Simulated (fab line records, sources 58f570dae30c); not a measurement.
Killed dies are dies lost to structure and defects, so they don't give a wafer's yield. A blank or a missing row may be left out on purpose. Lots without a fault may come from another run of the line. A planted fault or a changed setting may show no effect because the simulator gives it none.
Split-lot experiment | flow berkeley_cmos170 | 5 lots, 23 wafers read, on a route of 331 steps

THE SPLIT
At UCB170_V2_CVD_00 (deposits SiO2 from TEOS/O2, target thk 2000 nm, time 250 s), the setting time_s was moved away from the recipe's 250 s on 4 of the 23 wafers read, by -6.2% to -4.0%. The other wafers ran this setting at the recipe's value.

The file shows no step between the split and the reading.

THE READING
V2_TEOS_THK, in nm, at UCB170_V2_THK_MEAS_01. Fault-free wafers of this fab line usually give 2006 nm, standard deviation 23 nm.

wafer  | tool, chamber at the split | time_s as run, s | against the recipe | V2_TEOS_THK, nm | against lot-mates on the recipe
L075.1 | pecvd-01, 0,1,2            | 250              | recipe             | 1987            | -
L075.2 | pecvd-01, 2,0              | 240              | -4.0%              | 1893            | -113
L075.3 | pecvd-01, 0,1,2            | 250              | recipe             | 2006            | -
L075.4 | pecvd-01, 0,1,2            | 250              | recipe             | 2024            | -
L075.5 | pecvd-01, 2,0              | 240              | -4.0%              | 1952            | -54
L076.1 | pecvd-02, 0,1              | 234.4            | -6.2%              | 1847            | -173
L076.3 | pecvd-02, 2,0,2            | 250              | recipe             | 1998            | -
L076.4 | pecvd-02, 2,0,2            | 250              | recipe             | 2028            | -
L076.5 | pecvd-02, 0,1              | 234.4            | -6.2%              | 1893            | -127
L076.6 | pecvd-02, 2,0,2            | 250              | recipe             | 2033            | -
L080.1 | pecvd-01, 1,2,1,0,2        | 250              | recipe             | 2000            | -
L080.3 | pecvd-01, 1,2,1,0,2        | 250              | recipe             | 1991            | -
L080.4 | pecvd-01, 1,2,1,0,2        | 250              | recipe             | 2033            | -
L080.5 | pecvd-01, 1,2,1,0,2        | 250              | recipe             | 1986            | -
L080.6 | pecvd-01, 1,2,1,0,2        | 250              | recipe             | 2003            | -
L082.1 | pecvd-03, 0                | 250              | recipe             | 1961            | -
L082.2 | pecvd-03, 0                | 250              | recipe             | 2007            | -
L082.3 | pecvd-03, 0                | 250              | recipe             | 1988            | -
L082.5 | pecvd-03, 0                | 250              | recipe             | 1994            | -
L082.6 | pecvd-03, 0                | 250              | recipe             | 1993            | -
L085.1 | pecvd-01, 2,1,0            | 250              | recipe             | 1988            | -
L085.3 | pecvd-01, 2,1,0            | 250              | recipe             | 2035            | -
L085.5 | pecvd-01, 2,1,0            | 250              | recipe             | 2013            | -
Where a row lists several chambers, the file gives one row for several wafers and doesn't say which wafer went through which chamber.

THE FIT
A straight line over all 23 wafers: V2_TEOS_THK changes by +21.1 nm for each +1% of time_s; r = +0.90; the points scatter about the line by 22 nm.
The same after taking each lot's own level away (the mean of its wafers on the recipe; 23 wafers): +23.1 nm for each +1%; r = +0.93; scatter 20 nm.
On that fit, the largest move of time_s shifts the reading by 1.4e+02 nm.
The lots' own levels span 1988.6 to 2019.7 nm, that is 1.4 times the standard deviation above.
So the lot-to-lot level changes the slope little: the two slopes agree.
Check: with one of the wafers moved furthest among these (-6.2%) left out of the fit, the line predicts -128 nm for it against its lot-mates. It came out at -173 nm against them.

OTHER SPLITS ON THESE WAFERS
These wafers also went through other splits before the reading. Each is held against what the fit with the lots' levels taken away leaves over:
other split on the same wafers | wafers away from the commonest value | r with V2_TEOS_THK (lot level and that fit taken away)
UCB170_M1_SPUTTER_00 power_w   | 6                                    | -0.11
UCB170_V1_PEB_10 peb_temp_c    | 6                                    | -0.13
UCB170_M2_PEB_13 peb_temp_c    | 5                                    | +0.00

THE FILE'S OWN FIT
V2_TEOS_THK changes by +23 nm for each +1% of time_s, r = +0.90.
